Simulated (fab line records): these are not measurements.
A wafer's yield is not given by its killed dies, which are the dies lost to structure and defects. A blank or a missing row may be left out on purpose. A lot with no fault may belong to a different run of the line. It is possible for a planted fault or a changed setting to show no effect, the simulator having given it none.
A lot that was struck, set against a sound lot    flow berkeley_cmos170    26 steps out of a route of 331
Sound: these wafers, L898.1, L898.3, L898.4. Struck: wafers L906.3, L906.5. (L906.4 of the same lot was not struck and is left out.) The cause comes at the end.
At each step with rows: each side's tool, then ch and its chambers, then its first start. Under that, the readings that differ: sound wafers    struck wafers    difference of the means    sigmas: that difference in standard deviations of wafers without a fault.
alike: words and numbers the same on both sides, and readings whose means are apart by under 2 such deviations; not compared: readings that were withheld, readings missing a value for some wafer, numbers with overlapping values and no deviation given by the record, and bounds like >300 which may hide the same value.
A row with sigmas, a row that says differs or no value, or rows on one side alone: a step with any of these is where the two part. Numbers that have no deviation but don't overlap get no sigmas and don't part them. Lack of a reading on every wafer of one side parts them only where that side has two or more wafers.

first, 4 steps without rows for these wafers: UCB170_M2_SOFTBAKE_11 (time 60 s); UCB170_M2_EXPOSE_12 (exposes mask METAL2, target cd 700 nm); UCB170_M2_PEB_13; UCB170_M2_DEVELOP_14 (develop time 45 s).
UCB170_M2_CD_MEAS_15: target cd 700 nm.
  sound on cd_sem-02, day 8 18:25; struck on cd_sem-01, day 10 07:50
  alike: cd_nm
UCB170_M2_OVL_MEAS_16:
  sound on overlay-01, day 8 18:32; struck on overlay-02, day 10 07:55
  alike: M2_OVL
UCB170_M2_ETCH_17: etches BARC in N2/H2.
  sound on rie_diel-04 ch 1,2,3, day 8 18:34; struck on rie_diel-01 ch 1, day 10 07:57
  alike: drypump_motor_current_A, oes_product_au, throttle_valve_pct
UCB170_M2_METAL_ETCH_18: etches Al in Cl2/BCl3, stops on SiO2, target depth 1170 nm, time 195 s.
  sound on rie_metal-01 ch 0,1, day 8 18:36; struck on rie_metal-01 ch 0,1, day 10 08:03
  alike: drypump_motor_current_A, he_backside_leak_sccm, oes_product_au, throttle_valve_pct
  not compared: rf_hours_counter_h
UCB170_M2_STRIP_19: strips in O2.
  sound on plasma_asher-03 ch 0,1, day 8 18:51; struck on plasma_asher-01 ch 1, day 10 08:13
  alike: drypump_motor_current_A, oes_product_au
  not compared: rf_hours_counter_h
UCB170_M2_CD_MEAS_90: target cd 700 nm.
  sound on cd_sem-02, day 8 18:57; struck on cd_sem-02, day 10 08:19
  alike: cd_nm
UCB170_V2_CVD_00: deposits SiO2 from TEOS/O2, target thk 2000 nm, time 250 s.
  sound on pecvd-01 ch 1,2, day 8 19:04; struck on pecvd-01 ch 1, day 10 08:24
  alike: heater_power_w
UCB170_V2_THK_MEAS_01:
  sound on film_metro-02, day 8 19:19; struck on film_metro-02, day 10 08:34
  alike: V2_TEOS_THK
UCB170_V2_CMP_02: polishes SiO2.
  sound on cmp-02 ch 0,1,3, day 8 19:22; struck on cmp-01 ch 0, day 10 08:37
reading                              sound            struck     difference  sigmas
model.SiO2_of_V2_CVD_00.thk_nm (nm)  1001 999.9 1002  1347 1355  +350        
  alike: motor_current_A
UCB170_V2_BOW_MEAS_03:
  sound on film_metro-04, day 8 19:40; struck on film_metro-04, day 10 08:57
  alike: V2_BOW
UCB170_V2_THK_MEAS_04:
  sound on film_metro-04, day 8 19:47; struck on film_metro-04, day 10 09:03
reading               sound                 struck         difference  sigmas
V2_POLISHED_THK (nm)  1000.8 1000.7 1001.3  1347.7 1355.3  +350.6      +99 or more
then, 7 steps without rows for these wafers: UCB170_V2_CLEAN_05 (cleans in DIW); UCB170_V2_HMDS_06 (prime time 60 s); UCB170_V2_COAT_07 (resist thk 900 nm); UCB170_V2_SOFTBAKE_08 (time 60 s); UCB170_V2_EXPOSE_09 (exposes mask VIA2, target cd 700 nm); UCB170_V2_PEB_10; UCB170_V2_DEVELOP_11 (develop time 45 s).
UCB170_V2_CD_MEAS_12: target cd 700 nm.
  sound on cd_sem-01, day 8 20:59; struck on cd_sem-01, day 10 11:01
  alike: cd_nm
UCB170_V2_OVL_MEAS_13:
  sound on overlay-02, day 8 21:07; struck on overlay-02, day 10 11:07
reading      sound    struck  difference  sigmas
V2_OVL (nm)  6 15 11  0 -7    -14         -3
UCB170_V2_ETCH_14: etches SiO2 in CHF3/CF4/Ar, stops on Al, target depth 1250 nm, time 291 s.
  sound on rie_diel-04 ch 0,3, day 8 21:09; struck on rie_diel-04 ch 1,3, day 10 11:08
reading                         sound              struck       difference  sigmas
oes_product_au (a.u.)           0.864 0.895 0.904  1.004 1.031  +0.130      +9
model.etch.depth_nm (nm)        1001 999.9 1002    1247 1256    +251        
model.V2.feature_depth_nm (nm)  1001 1000 1002     1247 1256    +250        
  alike: drypump_motor_current_A, throttle_valve_pct
  not compared: rf_hours_counter_h
UCB170_V2_STRIP_15: strips in O2.
  sound on plasma_asher-03 ch 0,1, day 8 21:19; struck on plasma_asher-03 ch 0,1, day 10 11:21
  alike: drypump_motor_current_A, oes_product_au, strip_time_to_endpoint_s
  not compared: rf_hours_counter_h

WHERE THEY PART
Earliest at UCB170_V2_THK_MEAS_04; latest, in this record, at UCB170_V2_ETCH_14. Later steps at which nothing parts them and some readings are alike: UCB170_V2_STRIP_15.

WHY: what the simulator had put in
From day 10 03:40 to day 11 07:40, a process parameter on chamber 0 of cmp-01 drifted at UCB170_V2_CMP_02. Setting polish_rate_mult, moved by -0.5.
